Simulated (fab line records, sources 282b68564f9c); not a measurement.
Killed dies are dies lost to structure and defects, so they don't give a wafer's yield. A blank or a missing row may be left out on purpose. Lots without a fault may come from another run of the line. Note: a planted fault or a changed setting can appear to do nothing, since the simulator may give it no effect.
Which tool did it? + flow rit-cmos + Sampling: 14 lots, 42 wafers, 2 of 202 route steps

WHAT THE GAUGES READ, wafer by wafer
No reading from a measuring or inspecting step in the record can be judged against a usual standard deviation.

EACH LOT AND THE TOOL THAT RAN IT (in order: tool; ch and the chambers of the sampled wafers; start)
| lot  | RIT_SDANNEAL_CLEAN_00          | RIT_M1_PROBE_99        |
|------|--------------------------------|------------------------|
| L103 | wet-bench-04 ch 3, day 3 00:48 | -                      |
| L104 | wet-bench-04 ch 0, day 3 07:14 | -                      |
| L105 | wet-bench-01 ch 0, day 3 15:21 | -                      |
| L107 | wet-bench-02 ch 3, day 3 21:51 | -                      |
| L108 | wet-bench-02 ch 1, day 4 02:50 | -                      |
| L109 | wet-bench-02 ch 2, day 4 09:06 | -                      |
| L110 | wet-bench-04 ch 3, day 4 17:23 | -                      |
| L111 | wet-bench-02 ch 2, day 4 19:00 | prober-02, day 5 04:24 |
| L114 | wet-bench-02 ch 1, day 5 09:52 | prober-01, day 5 18:52 |
| L115 | wet-bench-04 ch 3, day 5 17:13 | -                      |
| L121 | wet-bench-01 ch 0, day 7 00:18 | prober-02, day 7 08:34 |
| L123 | wet-bench-04 ch 2, day 7 09:43 | -                      |
| L124 | wet-bench-01 ch 0, day 7 12:41 | -                      |
| L126 | wet-bench-04 ch 1, day 7 21:56 | prober-01, day 8 06:15 |
- RIT_SDANNEAL_CLEAN_00: cleans in SC1, time 600 s.
- RIT_M1_PROBE_99

WHAT THE TOOLS THEMSELVES READ (means of the sampled wafers that have a number; where no wafer has one, the mark that the record gives instead)
RIT_M1_PROBE_99. Usual: value, then standard deviation, for each; killed_at_M0_to_M3 0.1 / 0.34; killed-at-contacts 0.1 / 0.26; killed-at-front-end 7 / 3.1; killed-dies 7 / 3.1; killed-on-rim 1.9 / 1.5; killed-open 3.5 / 1.9; killed-short 3.4 / 2.1.
| lot  | tool      | killed_at_M0_to_M3 | killed-at-contacts | killed-at-front-end | killed-dies | killed-on-rim | killed-open | killed-short | flag |
|------|-----------|--------------------|--------------------|---------------------|-------------|---------------|-------------|--------------|------|
| L111 | prober-02 | 0.0                | 0.0                | 41                  | 41          | 12.7          | 5.3         | 6.3          | OFF  |
| L114 | prober-01 | 0.0                | 0.0                | 25                  | 25          | 11.0          | 3.7         | 3.3          | OFF  |
| L121 | prober-02 | 0.0                | 0.0                | 7                   | 7           | 2.0           | 3.7         | 3.0          |      |
| L126 | prober-01 | 0.0                | 0.0                | 6                   | 6           | 1.3           | 3.3         | 2.7          |      |

THE ANSWER, worked out from the rows above alone
Rule: a lot is off if the mean of its wafers that have a number lies more than 3 standard deviations from the usual mean. Also off: a lot with no number at a reading for which 4 or more lots have one. Any other lot the step has rows for is counted as sound. After the gauges, taken in route order, come the tools' own readings; for these a lot's mean is taken, as printed above. At the first step where some lot is off, the reading lying furthest off is the one used; lots without a number count as furthest.
Off, at RIT_M1_PROBE_99 on killed-at-front-end: L111, L114. Neither off nor sound, because the step has no rows for them: L103, L104, L105, L107, L108, L109, L110, L115, L123, L124.
If a tool, at that step or one of the process steps before it, ran each lot that is off and ran no sound lot following the first of them, it fits. One candidate fits, namely wet-bench-02 at RIT_SDANNEAL_CLEAN_00. It ran no sound lot before its first lot that is off in this sample, so the start can't be narrowed down.

WHAT WAS PUT IN BY THE SIMULATOR
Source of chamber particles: wet-bench-02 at RIT_SDANNEAL_CLEAN_00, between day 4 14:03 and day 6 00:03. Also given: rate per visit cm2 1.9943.
Struck lots among those shown: L111, L114. The rule above found the same.
